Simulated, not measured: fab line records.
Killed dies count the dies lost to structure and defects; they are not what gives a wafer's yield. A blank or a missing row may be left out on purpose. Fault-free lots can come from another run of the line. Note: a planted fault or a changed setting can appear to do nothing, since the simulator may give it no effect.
Check for tools in common ; flow berkeley-cmos170 ; 14 lots, 42 wafers sampled

== WHY THIS WAS OPENED ==
UCB170_CONTACT_OVL_MEAS_16, reading CONTACT_OVL: flagged on 2 of 14 lots. Wafers without a fault read 0 nm, standard deviation 6.1.
Rule: a lot is flagged in two cases, either no wafer of it has a number, or all its wafers with numbers fall more than 4 standard deviations from that mean. The other lots count as sound.

lot;measured;on;CONTACT_OVL (nm), wafer by wafer;flag
L362;day 7 06:28;overlay-01;-5 8 -4;
L363;day 7 07:11;overlay-01;10 -1 10;
L364;day 7 21:55;overlay-02;-7 -9 -5;
L365;day 8 01:05;overlay-02;1 5 0;
L370;day 8 06:22;overlay-01;-12 2 -2;
L366;day 8 07:07;overlay-02;12 1 13;
L372;day 9 07:08;overlay-02;3 15 2;
L371;day 9 08:17;overlay-01;68 87 71;FLAGGED
L373;day 9 08:34;overlay-01;9 4 2;
L376;day 9 14:15;overlay-02;0 -4 -8;
L374;day 9 14:47;overlay-01;70 59 68;FLAGGED
L382;day 11 10:14;overlay-01;4 3 0;
L385;day 12 00:40;overlay-01;-4 -3 -3;
L384;day 12 12:56;overlay-01;-3 0 -3;
The numbers of the flagged lots are 70 nm on average: +70 nm against the usual, or +12 standard deviations.

== WHICH TOOL RAN EACH LOT ==
The record keeps 1 process step preceding the reading, out of 331 steps on the route. Read each cell as the tool, then ch plus the chambers that the sampled wafers visited, then the start.
lot;flag;UCB170_CONTACT_EXPOSE_12
L362;;krf-scanner-02 ch 0, day 7 05:46
L363;;krf-scanner-01 ch 0, day 7 06:42
L364;;krf-scanner-02 ch 0, day 7 20:48
L365;;krf-scanner-02 ch 0, day 8 00:34
L370;;krf-scanner-01 ch 0, day 8 05:52
L366;;krf-scanner-02 ch 0, day 8 06:37
L372;;krf-scanner-01 ch 0, day 9 06:32
L371;FLAGGED;krf-scanner-01 ch 0, day 9 07:47
L373;;krf-scanner-02 ch 0, day 9 08:01
L376;;krf-scanner-02 ch 0, day 9 13:44
L374;FLAGGED;krf-scanner-01 ch 0, day 9 14:18
L382;;krf-scanner-02 ch 0, day 11 09:44
L385;;krf-scanner-02 ch 0, day 11 23:50
L384;;krf-scanner-02 ch 0, day 12 12:10
What these steps do:
- UCB170_CONTACT_EXPOSE_12: exposes mask CONT, target cd 700 nm.
- UCB170_CONTACT_OVL_MEAS_16

== FLAGGED OVER TOTAL, TOOL BY TOOL (the gauges that took the reading come last) ==
step;tool;lots run;flagged;share of the flagged lots;sound lots run after its first flagged lot
UCB170_CONTACT_EXPOSE_12;krf-scanner-01;5;2;all;0
UCB170_CONTACT_EXPOSE_12;krf-scanner-02;9;0;none;-
UCB170_CONTACT_OVL_MEAS_16;overlay-01;9;2;all;4 (L373,L382,L385,L384)
UCB170_CONTACT_OVL_MEAS_16;overlay-02;5;0;none;-

== WHAT THE TABLE ALLOWS ==
krf-scanner-01 at UCB170_CONTACT_EXPOSE_12 and overlay-01 at UCB170_CONTACT_OVL_MEAS_16 are the 2 rows of the table that ran each flagged lot.
- krf-scanner-01 at UCB170_CONTACT_EXPOSE_12: 2 of its 5 lots flagged. Its last sound lot is L372 (day 9 06:32), its first flagged lot L371 (day 9 07:47): a fault that began between those two fits.
- overlay-01 at UCB170_CONTACT_OVL_MEAS_16: 2 of its 9 lots flagged. Sound lots ran on it after the first flagged one (L373, L382, L385, L384), which a lasting fault on the whole tool wouldn't allow.
Left over: one tool, krf-scanner-01 at UCB170_CONTACT_EXPOSE_12.

== WHAT THE SIMULATOR PUT IN ==
Scanner matching overlay: krf-scanner-01, from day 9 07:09 on, at UCB170_CONTACT_EXPOSE_12. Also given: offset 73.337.
Shown lots that were struck: L371, L374. The rule above found the same.
